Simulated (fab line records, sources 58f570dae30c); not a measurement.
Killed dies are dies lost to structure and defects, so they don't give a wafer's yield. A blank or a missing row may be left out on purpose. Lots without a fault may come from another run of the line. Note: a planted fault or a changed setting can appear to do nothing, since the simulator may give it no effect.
One fault through the eyes of 2 desks | flow berkeley cmos170 | numbers are kept per desk, each desk with only its own; the story behind them comes last

== AT THE METROLOGY DESK ==
Means of the sampled wafers that have a number, per lot and without regard to the tool the lot ran on: this is what the gauges read. A lot is out of limits, marked OUT, if its mean lies more than 4 standard deviations from the usual mean; the brackets give that distance.
Columns: A = NWELL_NITRIDE_THK at UCB170_NWELL_THK_MEAS_05, usual 224.3 nm; B = PFIELD_OVL at UCB170_PFIELD_OVL_MEAS_06, usual 0 nm; C = FIELD_OXIDE_THK at UCB170_FIELD_THK_MEAS_02, usual 567 nm; D = FIELD_OXIDE_LEFT_1_THK at UCB170_FIELD_THK_MEAS_90, usual 450 nm; E = FIELD_OXIDE_LEFT_2_THK at UCB170_FIELD_THK_MEAS_91, usual 362 nm
lot  | first seen here | A     | B  | C             | D             | E
L187 | day 2 17:38     | 221.2 | 8  | 581           | 464           | 376
L188 | day 2 17:38     | 222.8 | -7 | 566           | 450           | 361
L190 | day 3 04:52     | 223.4 | -5 | 560           | 442           | 354
L191 | day 3 07:32     | 222.7 | -8 | 571           | 454           | 366
L192 | day 3 18:08     | 220.2 | -2 | 568           | 451           | 362
L194 | day 3 18:11     | 225.3 | 2  | 566           | 448           | 361
L196 | day 4 09:09     | 222.8 | -3 | 569           | 452           | 362
L197 | day 4 11:38     | 228.6 | -3 | 559           | 442           | 353
L198 | day 4 17:53     | 229.1 | -6 | 572           | 455           | 367
L199 | day 4 17:53     | 223.6 | 1  | 564           | 446           | 358
L202 | day 5 07:31     | 222.0 | 1  | 419 (-15) OUT | 301 (-15) OUT | 212 (-15) OUT
L200 | day 5 07:32     | 229.0 | 3  | 423 (-14) OUT | 308 (-14) OUT | 219 (-14) OUT
L201 | day 5 07:35     | 222.8 | 2  | 433 (-13) OUT | 317 (-13) OUT | 228 (-13) OUT
L207 | day 6 10:50     | 227.1 | 4  | 577           | 459           | 372
L204 | day 6 10:52     | 225.8 | -2 | 566           | 449           | 361
Finding of this desk: L200, L201, L202 out of limits, first seen on L202 at day 7 21:41 (FIELD_OXIDE_THK at UCB170_FIELD_THK_MEAS_02). L187, L188, L190, L191, L192, L194, L196, L197, L198, L199, L207, L204 stayed within limits.

== THE TOOL OWNER'S DESK: furnace-04 ==
The tool's own readings at UCB170_FIELD_OXIDATION_01 (target thk 558.3 nm, ox time 7200 s): means of the sampled wafers that have a number, for each lot that ran on this tool. A lot is out of limits, marked OUT, if its mean lies more than 4 standard deviations from the usual mean; the brackets give that distance.
Columns: A = spike tc source C at UCB170_FIELD_OXIDATION_01, usual 1027.0 C
lot  | first seen here | A
L196 | day 7 06:09     | 1030.2
L197 | day 7 06:09     | 1030.4
L200 | day 7 18:41     | 1029.7
L201 | day 7 18:41     | 1031.6
L202 | day 7 18:41     | 1028.7
Result from this desk: across the 5 lots, nothing is out of limits.

== PUT TOGETHER ==
Metrology desk: alarm possible at day 7 21:41 on L200, L201, L202.
Nothing out of limits was seen by the tool owner's desk.
Tool owner's desk: L200, L201, L202 on record, inside its limits.
On furnace-04, each named lot ran UCB170_FIELD_OXIDATION_01.

== WHAT THE SIMULATOR PUT IN ==
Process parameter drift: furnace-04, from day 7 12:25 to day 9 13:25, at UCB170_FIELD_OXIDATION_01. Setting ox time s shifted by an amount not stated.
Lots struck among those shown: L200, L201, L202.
Time in hours between the start of the fault and the first out-of-limits reading at each desk: metrology desk, 9.
